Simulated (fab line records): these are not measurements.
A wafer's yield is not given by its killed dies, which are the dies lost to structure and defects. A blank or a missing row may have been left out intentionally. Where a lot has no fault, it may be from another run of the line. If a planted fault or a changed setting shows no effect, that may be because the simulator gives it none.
Which tool did it? | flow berkeley-cmos170 | 7 lots, 21 wafers sampled, at 1 step of a route of 331

== WHAT THE GAUGES READ, wafer by wafer ==
UCB170_START_BOW_MEAS_00.
lot  | measured    | on            | INCOMING_BOW (um)
L713 | day 1 20:01 | film-metro-04 | 1 -13 4
L716 | day 2 11:02 | film-metro-04 | 0 -6 0
L718 | day 2 21:00 | film-metro-04 | 3 -4 -17
L727 | day 4 18:04 | film-metro-02 | 2 9 -13
L730 | day 5 09:01 | film-metro-02 | 0 -2 -8
L732 | day 5 19:01 | film-metro-01 | 0 2 -5
L734 | day 6 05:00 | film-metro-04 | 12 -5 3

== EACH LOT AND THE TOOL THAT RAN IT (in order: tool; ch and the chambers of the sampled wafers; start) ==
The record shows no process step preceding these readings.

== THE ANSWER, worked out from the rows above alone ==
Rule: the usual values come from the lots themselves. Put in order of their means at a reading, lots are off if they are a third of the lots or fewer, leave a main group of 4 or more, and stand apart from it by a gap of 3 or more times the standard deviation of the main group's means; of several such gaps the widest counts. Not used: any main group whose means are identical at the precision the tables above print for the reading. A lot without any number at a reading at which 4 lots or more have one is off too. The other lots that the step has rows for count as sound.
No lot is off at any reading shown: from this, nothing can be told.

== WHAT THE SIMULATOR HAD PUT IN ==
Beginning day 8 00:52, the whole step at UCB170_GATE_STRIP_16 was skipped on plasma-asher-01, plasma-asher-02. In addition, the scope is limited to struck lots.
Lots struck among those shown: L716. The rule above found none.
